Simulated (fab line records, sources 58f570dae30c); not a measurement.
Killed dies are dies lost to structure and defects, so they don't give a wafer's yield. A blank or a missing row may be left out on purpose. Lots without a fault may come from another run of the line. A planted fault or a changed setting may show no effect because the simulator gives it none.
Which tool did it? | flow berkeley_cmos170 | 13 lots, 37 wafers sampled, at 6 steps of a route of 331

WHAT THE GAUGES READ, wafer by wafer
UCB170_SCREENOX_THK_MEAS_02. Usual: SCREENOX_OXIDE_THK 14.42 nm, standard deviation 0.3.
lot  | measured    | on            | SCREENOX_OXIDE_THK (nm) | flag
L355 | day 4 20:57 | film_metro-03 | 14.75 14.75 14.59       |
L356 | day 4 20:58 | film_metro-02 | 14.55 14.45 14.44       |
L360 | day 5 22:55 | film_metro-02 | 14.65 14.45 14.66       |
L359 | day 5 22:56 | film_metro-03 | 14.57 14.37 14.80       |
L363 | day 6 13:16 | film_metro-03 | 14.95 14.71 14.85       |
L365 | day 6 23:34 | film_metro-04 | 14.43 14.72 14.47       |
L362 | day 6 23:35 | film_metro-03 | 14.50 14.27 14.37       |
L367 | day 7 10:59 | film_metro-04 | 14.28                   |
L371 | day 8 12:23 | film_metro-03 | 13.86 13.89 13.80       |
L374 | day 9 07:29 | film_metro-03 | 14.45 14.26 14.52       |
L375 | day 9 07:29 | film_metro-04 | 14.12 13.98 14.24       |
L378 | day 9 18:53 | film_metro-04 | 14.14 14.44 14.49       |
L377 | day 9 18:53 | film_metro-03 | 14.30 14.41 14.48       |

UCB170_NSD_CD_MEAS_06: target cd 1200 nm. Usual: cd_nm 1200.0 nm, standard deviation 1.4.
lot  | measured     | on        | cd_nm (nm)           | flag
L355 | day 6 07:15  | cd_sem-02 | 1198.0 1199.4 1199.3 |
L356 | day 6 06:59  | cd_sem-02 | 1200.8 1200.4 1200.0 |
L360 | day 7 09:01  | cd_sem-01 | 1200.1 1198.6 1199.3 |
L359 | day 7 11:44  | cd_sem-01 | 1199.7 1200.8 1200.5 |
L363 | day 7 16:36  | cd_sem-02 | 1199.6 1203.0 1200.5 |
L365 | day 8 01:49  | cd_sem-02 | 1201.5 1200.2 1199.9 |
L362 | day 8 01:33  | cd_sem-01 | 1198.8 1199.3 1198.8 |
L367 | day 8 15:47  | cd_sem-02 | 1198.0               |
L371 | day 10 06:13 | cd_sem-01 | 1201.1 1201.8 1201.6 |
L374 | day 10 14:26 | cd_sem-02 | 1197.8 1198.4 1199.3 |
L375 | day 10 16:07 | cd_sem-02 | 1199.2 1199.8 1200.9 |
L378 | day 11 09:34 | cd_sem-01 | 1200.1 1200.2 1200.1 |
L377 | day 11 09:10 | cd_sem-02 | 1202.8 1202.3 1201.1 |

UCB170_SILICIDE_RS_MEAS_02: measures by four-point-probe. Usual: SILICIDE_TI_RS 26.7 ohm/sq, standard deviation 0.41.
lot  | measured     | on            | SILICIDE_TI_RS (ohm/sq) | flag
L355 | day 6 11:32  | film_metro-03 | 26.8 26.3 26.7          |
L356 | day 6 10:46  | film_metro-01 | 26.0 26.6 26.7          |
L360 | day 7 11:12  | film_metro-04 | 26.6 26.6 26.8          |
L359 | day 7 13:50  | film_metro-01 | 27.0 27.0 26.8          |
L363 | day 7 19:02  | film_metro-01 | 26.6 26.7 26.4          |
L365 | day 8 04:02  | film_metro-03 | 27.7 27.6 27.5          |
L362 | day 8 03:49  | film_metro-01 | 27.1 27.4 27.1          |
L367 | day 8 19:05  | film_metro-03 | 13.5 13.6               | OFF
L371 | day 10 08:38 | film_metro-01 | 26.5 26.5 26.4          |
L374 | day 10 17:42 | film_metro-03 | 26.6 26.8 26.5          |
L375 | day 10 19:49 | film_metro-04 | 26.6 26.7 26.6          |
L378 | day 11 13:00 | film_metro-01 | 26.5 25.9 26.1          |
L377 | day 11 11:49 | film_metro-04 | 26.9 26.7 26.7          |

UCB170_SILICIDE_THK_MEAS_03: measures by xrf. Usual: SILICIDE_TI_THK 29.6 nm, standard deviation 0.41.
lot  | measured     | on            | SILICIDE_TI_THK (nm) | flag
L355 | day 6 11:40  | film_metro-03 | 29.4 29.9 29.6       |
L356 | day 6 10:53  | film_metro-01 | 30.1 29.6 29.5       |
L360 | day 7 11:19  | film_metro-04 | 30.0 29.6 29.5       |
L359 | day 7 13:56  | film_metro-01 | 29.2 29.3 29.2       |
L363 | day 7 19:08  | film_metro-01 | 29.5 29.4 29.7       |
L365 | day 8 04:09  | film_metro-03 | 28.8 28.8 29.0       |
L362 | day 8 03:55  | film_metro-01 | 29.0 28.9 28.9       |
L367 | day 8 20:10  | film_metro-03 | 53.4 53.5            | OFF
L371 | day 10 08:45 | film_metro-01 | 29.9 29.8 29.9       |
L374 | day 10 17:49 | film_metro-03 | 29.7 29.6 29.9       |
L375 | day 10 19:56 | film_metro-04 | 29.4 29.3 29.4       |
L378 | day 11 13:07 | film_metro-01 | 29.8 30.3 30.1       |
L377 | day 11 11:55 | film_metro-04 | 29.2 29.2 29.3       |

WHICH TOOL RAN EACH LOT (tool, then ch and the chambers of the sampled wafers, then the start)
lot  | UCB170_SDANNEAL_RTA_01           | UCB170_SILICIDE_SPUTTER_01
L355 | rtp_anneal-02 ch 0, day 6 10:41  | pvd_sputter-03, day 6 11:31
L356 | rtp_anneal-02 ch 0, day 6 09:59  | pvd_sputter-03, day 6 10:40
L360 | rtp_anneal-02 ch 0, day 7 10:34  | pvd_sputter-02, day 7 11:10
L359 | rtp_anneal-02 ch 0, day 7 13:11  | pvd_sputter-03, day 7 13:46
L363 | rtp_anneal-01 ch 0, day 7 18:22  | pvd_sputter-02, day 7 18:58
L365 | rtp_anneal-01 ch 0, day 8 03:24  | pvd_sputter-04, day 8 04:00
L362 | rtp_anneal-02 ch 0, day 8 03:09  | pvd_sputter-02, day 8 03:44
L367 | rtp_anneal-01 ch 0, day 8 18:25  | pvd_sputter-03, day 8 18:59
L371 | rtp_anneal-02 ch 0, day 10 08:00 | pvd_sputter-04, day 10 08:36
L374 | rtp_anneal-02 ch 0, day 10 17:04 | pvd_sputter-04, day 10 17:40
L375 | rtp_anneal-01 ch 0, day 10 19:11 | pvd_sputter-04, day 10 19:47
L378 | rtp_anneal-01 ch 0, day 11 12:20 | pvd_sputter-03, day 11 12:56
L377 | rtp_anneal-01 ch 0, day 11 11:10 | pvd_sputter-02, day 11 11:46
- UCB170_SDANNEAL_RTA_01: time 5 s.
- UCB170_SILICIDE_SPUTTER_01: material Ti, target thk 30 nm, time 25 s.

WHAT THE TOOLS THEMSELVES READ (means of the sampled wafers that have a number; where no wafer has one, the mark that the record gives instead)
UCB170_SDANNEAL_RTA_01. Usual: lamp_power_pct 37.5 %, standard deviation 1.4; wafer_temp_C_max 1054.2, standard deviation 0.85.
lot  | tool          | lamp_power_pct (%) | wafer_temp_C_max | flag
L355 | rtp_anneal-02 | 38.8               | 1054.1           |
L356 | rtp_anneal-02 | 38.7               | 1053.7           |
L360 | rtp_anneal-02 | 38.8               | 1053.7           |
L359 | rtp_anneal-02 | 38.7               | 1054.0           |
L363 | rtp_anneal-01 | 36.0               | 1055.2           |
L365 | rtp_anneal-01 | 36.0               | 1055.8           |
L362 | rtp_anneal-02 | 38.7               | 1054.3           |
L367 | rtp_anneal-01 | 36.0               | 1054.2           |
L371 | rtp_anneal-02 | 38.7               | 1054.6           |
L374 | rtp_anneal-02 | 38.7               | 1053.7           |
L375 | rtp_anneal-01 | 36.0               | 1053.8           |
L378 | rtp_anneal-01 | 36.0               | 1054.4           |
L377 | rtp_anneal-01 | 36.0               | 1054.6           |

UCB170_SILICIDE_SPUTTER_01. Usual: throttle_valve_pct 29.7 %, standard deviation 0.83.
lot  | tool           | throttle_valve_pct (%) | flag
L355 | pvd_sputter-03 | 30.3                   |
L356 | pvd_sputter-03 | 29.8                   |
L360 | pvd_sputter-02 | 30.0                   |
L359 | pvd_sputter-03 | 29.5                   |
L363 | pvd_sputter-02 | 29.5                   |
L365 | pvd_sputter-04 | 29.0                   |
L362 | pvd_sputter-02 | 29.5                   |
L367 | pvd_sputter-03 | 29.9                   |
L371 | pvd_sputter-04 | 29.3                   |
L374 | pvd_sputter-04 | 29.4                   |
L375 | pvd_sputter-04 | 29.4                   |
L378 | pvd_sputter-03 | 29.4                   |
L377 | pvd_sputter-02 | 29.0                   |

THE ANSWER, worked out from the rows above alone
Rule: a lot is off if the mean of its wafers that have a number lies more than 3 standard deviations from the usual mean. A lot without any number at a reading at which 4 lots or more have one is off too. The other lots that the step has rows for count as sound. The gauges are gone through in route order, then the tools' own readings, and for those a lot's mean is taken as printed above. The first step at which some lot is off is used, and at that step the reading that is off furthest; a lot without a number counts as furthest.
Off: L367, at UCB170_SILICIDE_RS_MEAS_02 (SILICIDE_TI_RS).
A tool fits if, at a process step before that reading, it ran every lot that is off, and no sound lot after the first of them. The gauges at UCB170_SILICIDE_RS_MEAS_02 are tried like those tools. None of those tried fits.

WHAT THE SIMULATOR HAD PUT IN
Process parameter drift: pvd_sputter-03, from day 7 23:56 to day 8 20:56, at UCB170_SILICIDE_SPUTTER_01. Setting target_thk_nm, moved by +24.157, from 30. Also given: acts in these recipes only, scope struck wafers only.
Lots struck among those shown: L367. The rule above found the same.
